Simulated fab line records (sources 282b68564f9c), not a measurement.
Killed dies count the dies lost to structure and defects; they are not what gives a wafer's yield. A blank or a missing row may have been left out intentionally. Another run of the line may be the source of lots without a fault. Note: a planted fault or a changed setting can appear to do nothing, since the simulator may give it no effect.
fab line records :: flow ritCmos
record
  lots=7
  wafers=21
  lastDay=7
route steps=202 shown NWELL@32 PWELL@39 M1@202
lots that met no fault: taken from a fault-free run of the same line
startH: hours from the record's opening day to when the first of the lot's shown wafers began :: waitH: hours since the lot's step before :: " as in the row above :: L1.1+2: several wafers, shown together as one row :: - no value, or no start given :: * or withheld: withheld :: < > ~ a bound
route shown NAME@n: names a module that has steps shown in the file, with the first one's number in the route :: usual: mean and standard deviation over wafers with no fault :: same: alike in all rows :: chamber/n: place in a boat :: sites: each site's reading :: _std_site: the values' standard deviation :: _edge_site: inner sites' mean taken away from outer sites' mean :: radiusMm: how far each site lies from the wafer's centre :: mask NAME#n: copy n :: behind: the most recent tool/chamber to have shaped the wafer :: hold: cause of the lot's hold/its duration in hours/its outcome :: device: the transistor (n, p or np) that didn't switch :: end of line: the route-end tests of the same wafers :: a step with no rows: only its recipe :: killed: at the first sort, the dies lost to defects and structure; wafer yield is something else :: map: per-die view of a wafer (x killed, . not killed, _ where there is no die)
set.NAME: setting as actually run; set.NAME@STEP: the setting as run at that earlier step :: model.NAME: the simulator's own value behind a step, which no gauge read
certain route steps with their lots: each step a table, each wafer a row
services: the hour from which a tool's chamber was out of use, counted from the record's first day as startH (under 0 if before that day), plus the number of hours and why
## steps
# step RIT_NWELL_PEB_04
# recipe
  resist=NOVOLAK
  tempC=withheld
  timeS=withheld
# step RIT_NWELL_DEVELOP_05
# recipe
  resist=NOVOLAK
  developTimeS=68
  devTempC=23
# step RIT_NWELL_OVL_MEAS_06
# usual
  NWELL_OVL=-0.5/1.4
lot.wafer: L614.1
tool: overlay-01
chamber: -
startH: 31.09
waitH: -
NWELL_OVL[nm]: 0.3

lot.wafer: L614.3
tool: overlay-01
chamber: -
startH: 31.09
waitH: -
NWELL_OVL[nm]: -0.5

lot.wafer: L614.6
tool: overlay-01
chamber: -
startH: 31.09
waitH: -
NWELL_OVL[nm]: -1.0

lot.wafer: L617.2
tool: overlay-02
chamber: -
startH: 47.76
waitH: -
NWELL_OVL[nm]: 3.4

lot.wafer: L617.3
tool: overlay-02
chamber: -
startH: 47.76
waitH: -
NWELL_OVL[nm]: -1.3

lot.wafer: L617.5
tool: overlay-02
chamber: -
startH: 47.76
waitH: -
NWELL_OVL[nm]: -0.9

lot.wafer: L618.1
tool: overlay-02
chamber: -
startH: 52.81
waitH: -
NWELL_OVL[nm]: 0.9

lot.wafer: L618.2
tool: overlay-02
chamber: -
startH: 52.81
waitH: -
NWELL_OVL[nm]: 0.5

lot.wafer: L618.4
tool: overlay-02
chamber: -
startH: 52.81
waitH: -
NWELL_OVL[nm]: -1.9

lot.wafer: L619.1
tool: overlay-02
chamber: -
startH: 55.54
waitH: -
NWELL_OVL[nm]: -0.6

lot.wafer: L619.5
tool: overlay-02
chamber: -
startH: 55.54
waitH: -
NWELL_OVL[nm]: 0.6

lot.wafer: L619.6
tool: overlay-02
chamber: -
startH: 55.54
waitH: -
NWELL_OVL[nm]: -0.9

lot.wafer: L620.2
tool: overlay-01
chamber: -
startH: 63.88
waitH: -
NWELL_OVL[nm]: 0.8

lot.wafer: L620.5
tool: overlay-01
chamber: -
startH: 63.88
waitH: -
NWELL_OVL[nm]: 1.4

lot.wafer: L620.6
tool: overlay-01
chamber: -
startH: 63.88
waitH: -
NWELL_OVL[nm]: -0.1

lot.wafer: L627.3
tool: overlay-02
chamber: -
startH: 98.06
waitH: -
NWELL_OVL[nm]: -2.9

lot.wafer: L627.4
tool: overlay-02
chamber: -
startH: 98.06
waitH: -
NWELL_OVL[nm]: -0.7

lot.wafer: L627.6
tool: overlay-02
chamber: -
startH: 98.06
waitH: -
NWELL_OVL[nm]: -2.0

lot.wafer: L634.3
tool: overlay-02
chamber: -
startH: 132.72
waitH: -
NWELL_OVL[nm]: -1.1

lot.wafer: L634.4
tool: overlay-02
chamber: -
startH: 132.72
waitH: -
NWELL_OVL[nm]: -1.3

lot.wafer: L634.6
tool: overlay-02
chamber: -
startH: 132.72
waitH: -
NWELL_OVL[nm]: 0.9
# step RIT_NWELL_HARDBAKE_07
# recipe
  resist=NOVOLAK
  tempC=140
  timeS=120
# step RIT_NWELL_IMPLANT_08
# recipe
  species=P
  energyKev=170
  doseCm2=5e+13
  tiltDeg=7
# step RIT_NWELL_STRIP_09
# recipe
  chemistry=O2
  timeS=180
  resist=NOVOLAK
  platenTempC=withheld
  powerW=500
  pressureMtorr=4000
  o2FlowSccm=4000
# usual
  drypumpMotorCurrentA=6.1/0.42
lot.wafer: L614.1
tool: plasmaAsher-03
chamber: 1
startH: 31.53
waitH: 0.1
drypumpMotorCurrentA: 5.3
rfHoursCounterH: 39

lot.wafer: L614.3
tool: plasmaAsher-03
chamber: 0
startH: 31.53
waitH: 0.1
drypumpMotorCurrentA: 6.4
rfHoursCounterH: -

lot.wafer: L614.6
tool: plasmaAsher-03
chamber: 0
startH: 31.53
waitH: 0.1
drypumpMotorCurrentA: 6.4
rfHoursCounterH: -

lot.wafer: L617.2
tool: plasmaAsher-02
chamber: 1
startH: 48.19
waitH: 0.1
drypumpMotorCurrentA: 5.7
rfHoursCounterH: 40

lot.wafer: L617.3
tool: plasmaAsher-02
chamber: 1
startH: 48.19
waitH: 0.1
drypumpMotorCurrentA: 5.7
rfHoursCounterH: -

lot.wafer: L617.5
tool: plasmaAsher-02
chamber: 0
startH: 48.19
waitH: 0.1
drypumpMotorCurrentA: 6.6
rfHoursCounterH: -

lot.wafer: L618.1
tool: plasmaAsher-01
chamber: 1
startH: 53.25
waitH: 0.1
drypumpMotorCurrentA: 6.3
rfHoursCounterH: 26

lot.wafer: L618.2
tool: plasmaAsher-01
chamber: 0
startH: 53.25
waitH: 0.1
drypumpMotorCurrentA: 5.8
rfHoursCounterH: 26

lot.wafer: L618.4
tool: plasmaAsher-01
chamber: 1
startH: 53.25
waitH: 0.1
drypumpMotorCurrentA: 6.3
rfHoursCounterH: -

lot.wafer: L619.1
tool: plasmaAsher-02
chamber: 1
startH: 55.97
waitH: 0.1
drypumpMotorCurrentA: 5.8
rfHoursCounterH: 41

lot.wafer: L619.5
tool: plasmaAsher-02
chamber: 0
startH: 55.97
waitH: 0.1
drypumpMotorCurrentA: 6.6
rfHoursCounterH: -

lot.wafer: L619.6
tool: plasmaAsher-02
chamber: 1
startH: 55.97
waitH: 0.1
drypumpMotorCurrentA: 5.8
rfHoursCounterH: -

lot.wafer: L620.2
tool: plasmaAsher-01
chamber: 0
startH: 64.31
waitH: 0.1
drypumpMotorCurrentA: 5.8
rfHoursCounterH: 27

lot.wafer: L620.5
tool: plasmaAsher-01
chamber: 1
startH: 64.31
waitH: 0.1
drypumpMotorCurrentA: 6.3
rfHoursCounterH: -

lot.wafer: L620.6
tool: plasmaAsher-01
chamber: 0
startH: 64.31
waitH: 0.1
drypumpMotorCurrentA: 5.8
rfHoursCounterH: -

lot.wafer: L627.3
tool: plasmaAsher-01
chamber: 0
startH: 98.54
waitH: 0.1
drypumpMotorCurrentA: 5.8
rfHoursCounterH: -

lot.wafer: L627.4
tool: plasmaAsher-01
chamber: 1
startH: 98.54
waitH: 0.1
drypumpMotorCurrentA: 6.3
rfHoursCounterH: -

lot.wafer: L627.6
tool: plasmaAsher-01
chamber: 0
startH: 98.54
waitH: 0.1
drypumpMotorCurrentA: 5.8
rfHoursCounterH: -

lot.wafer: L634.3
tool: plasmaAsher-02
chamber: 1
startH: 133.20
waitH: 0.1
drypumpMotorCurrentA: 5.7
rfHoursCounterH: -

lot.wafer: L634.4
tool: plasmaAsher-02
chamber: 0
startH: 133.20
waitH: 0.1
drypumpMotorCurrentA: 6.6
rfHoursCounterH: -

lot.wafer: L634.6
tool: plasmaAsher-02
chamber: 0
startH: 133.20
waitH: 0.1
drypumpMotorCurrentA: 6.6
rfHoursCounterH: -
# step RIT_NWELL_TW_MEAS_10
# usual
  NWELL_TW=2125/11
lot.wafer: L614.1
tool: filmMetro-01
chamber: -
startH: 31.70
waitH: 0.1
NWELL_TW: 2112

lot.wafer: L614.3
tool: filmMetro-01
chamber: -
startH: 31.70
waitH: 0.1
NWELL_TW: 2118

lot.wafer: L614.6
tool: filmMetro-01
chamber: -
startH: 31.70
waitH: 0.1
NWELL_TW: 2114

lot.wafer: L617.2
tool: filmMetro-02
chamber: -
startH: 48.38
waitH: 0.1
NWELL_TW: 2119

lot.wafer: L617.3
tool: filmMetro-02
chamber: -
startH: 48.38
waitH: 0.1
NWELL_TW: 2125

lot.wafer: L617.5
tool: filmMetro-02
chamber: -
startH: 48.38
waitH: 0.1
NWELL_TW: 2128

lot.wafer: L618.1
tool: filmMetro-01
chamber: -
startH: 53.42
waitH: 0.1
NWELL_TW: 2113

lot.wafer: L618.2
tool: filmMetro-01
chamber: -
startH: 53.42
waitH: 0.1
NWELL_TW: 2113

lot.wafer: L618.4
tool: filmMetro-01
chamber: -
startH: 53.42
waitH: 0.1
NWELL_TW: 2107

lot.wafer: L619.1
tool: filmMetro-01
chamber: -
startH: 56.15
waitH: 0.1
NWELL_TW: 2125

lot.wafer: L619.5
tool: filmMetro-01
chamber: -
startH: 56.15
waitH: 0.1
NWELL_TW: 2110

lot.wafer: L619.6
tool: filmMetro-01
chamber: -
startH: 56.15
waitH: 0.1
NWELL_TW: 2123

lot.wafer: L620.2
tool: filmMetro-03
chamber: -
startH: 64.49
waitH: 0.1
NWELL_TW: 2137

lot.wafer: L620.5
tool: filmMetro-03
chamber: -
startH: 64.49
waitH: 0.1
NWELL_TW: 2128

lot.wafer: L620.6
tool: filmMetro-03
chamber: -
startH: 64.49
waitH: 0.1
NWELL_TW: 2121

lot.wafer: L627.3
tool: filmMetro-01
chamber: -
startH: 98.68
waitH: 0.1
NWELL_TW: 2120

lot.wafer: L627.4
tool: filmMetro-01
chamber: -
startH: 98.68
waitH: 0.1
NWELL_TW: 2124

lot.wafer: L627.6
tool: filmMetro-01
chamber: -
startH: 98.68
waitH: 0.1
NWELL_TW: 2121

lot.wafer: L634.3
tool: filmMetro-03
chamber: -
startH: 133.33
waitH: 0.1
NWELL_TW: 2137

lot.wafer: L634.4
tool: filmMetro-03
chamber: -
startH: 133.33
waitH: 0.1
NWELL_TW: 2136

lot.wafer: L634.6
tool: filmMetro-03
chamber: -
startH: 133.33
waitH: 0.1
NWELL_TW: 2142
# step RIT_PWELL_HMDS_00
# recipe
  primeTimeS=60
  primeTempC=140
# step RIT_PWELL_COAT_01
# recipe
  resist=NOVOLAK
  spinRpm=2000
  resistThkNm=1300
# step RIT_PWELL_SOFTBAKE_02
# recipe
  resist=NOVOLAK
  tempC=90
  timeS=60
# step RIT_PWELL_EXPOSE_03
# recipe
  maskId=M3
  na=0.57
  targetCdNm=43700
  doseMj=250
# step RIT_PWELL_PEB_04
# recipe
  resist=NOVOLAK
  tempC=withheld
  timeS=withheld
# step RIT_PWELL_DEVELOP_05
# recipe
  resist=NOVOLAK
  developTimeS=68
  devTempC=23
# usual
  developerTempC=23.01/0.097
lot.wafer: L614.1
tool: lithoTrack-04
chamber: 0
startH: 32
waitH: -
developerTempC: 23.07

lot.wafer: L614.3
tool: lithoTrack-04
chamber: 0
startH: 32
waitH: -
developerTempC: 23.05

lot.wafer: L614.6
tool: lithoTrack-04
chamber: 0
startH: 32
waitH: -
developerTempC: 23.18

lot.wafer: L617.2
tool: lithoTrack-02
chamber: 0
startH: 49
waitH: -
developerTempC: 22.97

lot.wafer: L617.3
tool: lithoTrack-02
chamber: 0
startH: 49
waitH: -
developerTempC: 22.99

lot.wafer: L617.5
tool: lithoTrack-02
chamber: 0
startH: 49
waitH: -
developerTempC: 23.10

lot.wafer: L618.1
tool: lithoTrack-04
chamber: 0
startH: 54
waitH: -
developerTempC: 25.03

lot.wafer: L618.2
tool: lithoTrack-04
chamber: 0
startH: 54
waitH: -
developerTempC: 25.32

lot.wafer: L618.4
tool: lithoTrack-04
chamber: 0
startH: 54
waitH: -
developerTempC: 25.19

lot.wafer: L619.1
tool: lithoTrack-04
chamber: 0
startH: 56
waitH: -
developerTempC: 25.29

lot.wafer: L619.5
tool: lithoTrack-04
chamber: 0
startH: 57
waitH: -
developerTempC: 25.41

lot.wafer: L619.6
tool: lithoTrack-04
chamber: 0
startH: 57
waitH: -
developerTempC: 25.27

lot.wafer: L620.2
tool: lithoTrack-04
chamber: 0
startH: 65
waitH: -
developerTempC: 25.54

lot.wafer: L620.5
tool: lithoTrack-04
chamber: 0
startH: 65
waitH: -
developerTempC: 25.48

lot.wafer: L620.6
tool: lithoTrack-04
chamber: 0
startH: 65
waitH: -
developerTempC: 25.39

lot.wafer: L627.3
tool: lithoTrack-01
chamber: 0
startH: 99
waitH: -
developerTempC: 22.92

lot.wafer: L627.4
tool: lithoTrack-01
chamber: 0
startH: 99
waitH: -
developerTempC: 23.03

lot.wafer: L627.6
tool: lithoTrack-01
chamber: 0
startH: 99
waitH: -
developerTempC: 23.05

lot.wafer: L634.3
tool: lithoTrack-02
chamber: 0
startH: 134
waitH: -
developerTempC: 22.98

lot.wafer: L634.4
tool: lithoTrack-02
chamber: 0
startH: 134
waitH: -
developerTempC: 23.25

lot.wafer: L634.6
tool: lithoTrack-02
chamber: 0
startH: 134
waitH: -
developerTempC: 22.94
# step RIT_PWELL_OVL_MEAS_06
# usual
  PWELL_OVL=-0.5/1.5
lot.wafer: L614.1
tool: overlay-02
chamber: -
startH: 32.65
waitH: -
PWELL_OVL[nm]: -1.1

lot.wafer: L614.3
tool: overlay-02
chamber: -
startH: 32.65
waitH: -
PWELL_OVL[nm]: -1.5

lot.wafer: L614.6
tool: overlay-02
chamber: -
startH: 32.65
waitH: -
PWELL_OVL[nm]: -2.1

lot.wafer: L617.2
tool: overlay-02
chamber: -
startH: 49.31
waitH: -
PWELL_OVL[nm]: -1.3

lot.wafer: L617.3
tool: overlay-02
chamber: -
startH: 49.31
waitH: -
PWELL_OVL[nm]: -0.6

lot.wafer: L617.5
tool: overlay-02
chamber: -
startH: 49.31
waitH: -
PWELL_OVL[nm]: 1.0

lot.wafer: L618.1
tool: overlay-01
chamber: -
startH: 54.49
waitH: -
PWELL_OVL[nm]: 0.4

lot.wafer: L618.2
tool: overlay-01
chamber: -
startH: 54.49
waitH: -
PWELL_OVL[nm]: -0.8

lot.wafer: L618.4
tool: overlay-01
chamber: -
startH: 54.49
waitH: -
PWELL_OVL[nm]: -1.0

lot.wafer: L619.1
tool: overlay-01
chamber: -
startH: 57.09
waitH: -
PWELL_OVL[nm]: -2.7

lot.wafer: L619.5
tool: overlay-01
chamber: -
startH: 57.09
waitH: -
PWELL_OVL[nm]: -2.3

lot.wafer: L619.6
tool: overlay-01
chamber: -
startH: 57.09
waitH: -
PWELL_OVL[nm]: -3.1

lot.wafer: L620.2
tool: overlay-01
chamber: -
startH: 65.49
waitH: -
PWELL_OVL[nm]: -1.8

lot.wafer: L620.5
tool: overlay-01
chamber: -
startH: 65.49
waitH: -
PWELL_OVL[nm]: -1.8

lot.wafer: L620.6
tool: overlay-01
chamber: -
startH: 65.49
waitH: -
PWELL_OVL[nm]: -2.4

lot.wafer: L627.3
tool: overlay-01
chamber: -
startH: 99.61
waitH: -
PWELL_OVL[nm]: 1.3

lot.wafer: L627.4
tool: overlay-01
chamber: -
startH: 99.61
waitH: -
PWELL_OVL[nm]: 1.3

lot.wafer: L627.6
tool: overlay-01
chamber: -
startH: 99.61
waitH: -
PWELL_OVL[nm]: 3.0

lot.wafer: L634.3
tool: overlay-02
chamber: -
startH: 134.33
waitH: -
PWELL_OVL[nm]: -0.4

lot.wafer: L634.4
tool: overlay-02
chamber: -
startH: 134.33
waitH: -
PWELL_OVL[nm]: -0.1

lot.wafer: L634.6
tool: overlay-02
chamber: -
startH: 134.33
waitH: -
PWELL_OVL[nm]: -2.3
# step RIT_M1_PROBE_99
# usual
  killedAtContacts=0.1/0.24
  killedAtFrontEnd=7.1/3
  killedDies=7.2/3
  killedOpen=3.7/2
  killedShort=3.5/2
# same
  grossDies=264
  killed_at_M0_to_M3=0
  killed_at_M4_up=0
  killedAtBackSide=0
  killedAtOther=0
lot.wafer: L614.1
tool: prober-01
chamber: -
startH: 67.67
waitH: 0.1
killedAtContacts: 0
killedAtFrontEnd: 5
killedDies: 5
killedOpen: 1
killedShort: 4

lot.wafer: L614.3
tool: prober-01
chamber: -
startH: 67.77
waitH: 0.2
killedAtContacts: 0
killedAtFrontEnd: 12
killedDies: 12
killedOpen: 5
killedShort: 7

lot.wafer: L614.6
tool: prober-01
chamber: -
startH: 67.92
waitH: 0.2
killedAtContacts: 0
killedAtFrontEnd: 7
killedDies: 7
killedOpen: 6
killedShort: 1

lot.wafer: L617.2
tool: prober-02
chamber: -
startH: 87.48
waitH: 0.1
killedAtContacts: 0
killedAtFrontEnd: 5
killedDies: 5
killedOpen: 4
killedShort: 1

lot.wafer: L617.3
tool: prober-02
chamber: -
startH: 87.53
waitH: 0.2
killedAtContacts: 0
killedAtFrontEnd: 8
killedDies: 8
killedOpen: 3
killedShort: 5

lot.wafer: L617.5
tool: prober-02
chamber: -
startH: 87.63
waitH: 0.2
killedAtContacts: 0
killedAtFrontEnd: 3
killedDies: 3
killedOpen: 2
killedShort: 1

lot.wafer: L618.1
tool: prober-01
chamber: -
startH: 90.63
waitH: 0.1
killedAtContacts: 0
killedAtFrontEnd: 13
killedDies: 13
killedOpen: 7
killedShort: 6

lot.wafer: L618.2
tool: prober-01
chamber: -
startH: 90.68
waitH: 0.1
killedAtContacts: 0
killedAtFrontEnd: 6
killedDies: 6
killedOpen: 2
killedShort: 4

lot.wafer: L618.4
tool: prober-01
chamber: -
startH: 90.78
waitH: 0.2
killedAtContacts: 0
killedAtFrontEnd: 6
killedDies: 6
killedOpen: 1
killedShort: 5

lot.wafer: L619.1
tool: prober-02
chamber: -
startH: 94.84
waitH: 0.1
killedAtContacts: 0
killedAtFrontEnd: 5
killedDies: 5
killedOpen: 4
killedShort: 1

lot.wafer: L619.5
tool: prober-02
chamber: -
startH: 95.04
waitH: 0.2
killedAtContacts: 0
killedAtFrontEnd: 5
killedDies: 5
killedOpen: 1
killedShort: 4

lot.wafer: L619.6
tool: prober-02
chamber: -
startH: 95.09
waitH: 0.2
killedAtContacts: 0
killedAtFrontEnd: 5
killedDies: 5
killedOpen: 1
killedShort: 4

lot.wafer: L620.2
tool: prober-01
chamber: -
startH: 102.82
waitH: 0.1
killedAtContacts: 0
killedAtFrontEnd: 4
killedDies: 4
killedOpen: 2
killedShort: 2

lot.wafer: L620.5
tool: prober-01
chamber: -
startH: 102.97
waitH: 0.2
killedAtContacts: 0
killedAtFrontEnd: 4
killedDies: 4
killedOpen: 1
killedShort: 3

lot.wafer: L620.6
tool: prober-01
chamber: -
startH: 103.02
waitH: 0.2
killedAtContacts: 0
killedAtFrontEnd: 2
killedDies: 2
killedOpen: 1
killedShort: 1

lot.wafer: L627.3
tool: prober-02
chamber: -
startH: 138.79
waitH: 0.2
killedAtContacts: 0
killedAtFrontEnd: 6
killedDies: 6
killedOpen: 4
killedShort: 2

lot.wafer: L627.4
tool: prober-02
chamber: -
startH: 138.84
waitH: 0.2
killedAtContacts: 0
killedAtFrontEnd: 8
killedDies: 8
killedOpen: 4
killedShort: 4

lot.wafer: L627.6
tool: prober-02
chamber: -
startH: 138.94
waitH: 0.2
killedAtContacts: 0
killedAtFrontEnd: 5
killedDies: 5
killedOpen: 3
killedShort: 2

lot.wafer: L634.3
tool: prober-01
chamber: -
startH: 171.65
waitH: 0.2
killedAtContacts: 0
killedAtFrontEnd: 3
killedDies: 3
killedOpen: 1
killedShort: 2

lot.wafer: L634.4
tool: prober-01
chamber: -
startH: 171.70
waitH: 0.2
killedAtContacts: 1
killedAtFrontEnd: 4
killedDies: 5
killedOpen: 4
killedShort: 1

lot.wafer: L634.6
tool: prober-01
chamber: -
startH: 171.80
waitH: 0.2
killedAtContacts: 0
killedAtFrontEnd: 6
killedDies: 6
killedOpen: 4
killedShort: 2
# killed by level:class
L614.1 GATE:geometricParticle:short=2 GATE:geometricParticle:open=1 REOX:geometricParticle:short=1 SPACER:geometricParticle:short=1
L614.3 FOX1:geometricParticle:short=2 FOX2:geometricParticle:open=2 SPACER:geometricParticle:open=2 SILICIDE:geometricParticle:short=2 FOX2:geometricParticle:short=1 GATE:geometricParticle:short=1 SPACER:geometricParticle:short=1 SILICIDE:geometricParticle:open=1
L614.6 FOX2:geometricParticle:open=2 GATE:geometricParticle:open=2 REOX:geometricParticle:short=1 FOX1:geometricParticle:open=1 SILICIDE:geometricParticle:open=1
L617.2 GATE:geometricParticle:open=2 FOX2:geometricParticle:open=1 SPACER:geometricParticle:open=1 SPACER:geometricParticle:short=1
L617.3 GATE:geometricParticle:short=2 FOX1:geometricParticle:open=1 FOX1:geometricParticle:short=1 FOX2:geometricParticle:short=1 GATE:geometricParticle:open=1 REOX:geometricParticle:short=1 SILICIDE:geometricParticle:open=1
L617.5 FOX1:geometricParticle:short=1 GATE:geometricParticle:open=1 SPACER:geometricParticle:open=1
L618.1 FOX2:geometricParticle:open=3 GATE:geometricParticle:short=3 GATE:geometricParticle:open=2 REOX:geometricParticle:short=2 FOX1:geometricParticle:open=1 REOX:geometricParticle:open=1 SPACER:geometricParticle:short=1
L618.2 GATE:geometricParticle:short=2 FOX2:geometricParticle:short=1 SPACER:geometricParticle:open=1 SILICIDE:geometricParticle:open=1 SILICIDE:geometricParticle:short=1
L618.4 SPACER:geometricParticle:short=2 FOX2:geometricParticle:short=1 GATE:geometricParticle:short=1 SILICIDE:geometricParticle:open=1 SILICIDE:geometricParticle:short=1
L619.1 FOX1:geometricParticle:open=1 FOX1:geometricParticle:short=1 REOX:geometricParticle:open=1 SPACER:geometricParticle:open=1 SILICIDE:geometricParticle:open=1
L619.5 FOX1:geometricParticle:open=1 FOX2:geometricParticle:short=1 GATE:geometricParticle:short=1 REOX:geometricParticle:short=1 SPACER:geometricParticle:short=1
L619.6 ACTIVE:geometricParticle:short=1 FOX2:geometricParticle:short=1 FOX2:geometricParticle:open=1 GATE:geometricParticle:short=1 SILICIDE:geometricParticle:short=1
L620.2 GATE:geometricParticle:short=2 FOX1:geometricParticle:open=1 SPACER:geometricParticle:open=1
L620.5 FOX1:geometricParticle:short=1 FOX2:geometricParticle:short=1 GATE:geometricParticle:short=1 REOX:geometricParticle:open=1
L620.6 GATE:geometricParticle:open=1 SPACER:geometricParticle:short=1
L627.3 REOX:geometricParticle:open=3 SPACER:geometricParticle:short=2 GATE:geometricParticle:open=1
L627.4 FOX1:geometricParticle:open=2 FOX1:geometricParticle:short=2 FOX2:geometricParticle:short=1 GATE:geometricParticle:open=1 GATE:geometricParticle:short=1 SILICIDE:geometricParticle:open=1
L627.6 FOX1:geometricParticle:short=1 GATE:geometricParticle:open=1 GATE:geometricParticle:short=1 REOX:geometricParticle:open=1 SILICIDE:geometricParticle:open=1
L634.3 FOX2:geometricParticle:open=1 GATE:geometricParticle:short=1 SPACER:geometricParticle:short=1
L634.4 GATE:geometricParticle:open=2 FOX1:geometricParticle:open=1 SILICIDE:geometricParticle:open=1 CONTACT:geometricParticle:short=1
L634.6 GATE:geometricParticle:open=2 FOX1:geometricParticle:open=1 GATE:geometricParticle:short=1 REOX:geometricParticle:short=1 SPACER:geometricParticle:open=1
## services
tool: plasmaAsher-01
chamber: -
startH: 12.17
hours: 14.6
kind: pm

tool: plasmaAsher-03
chamber: -
startH: 20.85
hours: 0.4
kind: repair

tool: plasmaAsher-02
chamber: -
startH: 34.92
hours: 0.8
kind: repair

tool: plasmaAsher-03
chamber: -
startH: 66.92
hours: 2.8
kind: pm
## key
firstSign
  step=RIT_PWELL_DEVELOP_05
  reading=developerTempC
  direction=up
  sigmas=24
  usual=*
  struck=*
effect none on later readings
metAt RIT_PWELL_DEVELOP_05
struckWafers L618.1,L618.2,L618.4,L619.1,L619.5,L619.6,L620.2,L620.5,L620.6
testerLeftOut L618,L619,L620
onsetBetween 32 54
fault
  kind=processParameterDrift
  tool=lithoTrack-04
  chamber=-
  onsetH=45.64
  steps=RIT_PWELL_DEVELOP_05
  channel=devTempC
  offset=*
  shape=step
  endH=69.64
  actsIn=*
  stated=*
# testerLeftOut: of these lots the tester's yield and bins aren't shown, on N5 and GAA mostly nor the transistor test; their killed dies are dies lost to structure and defects alone, not to doping, threshold or leakage, so they don't give the yield
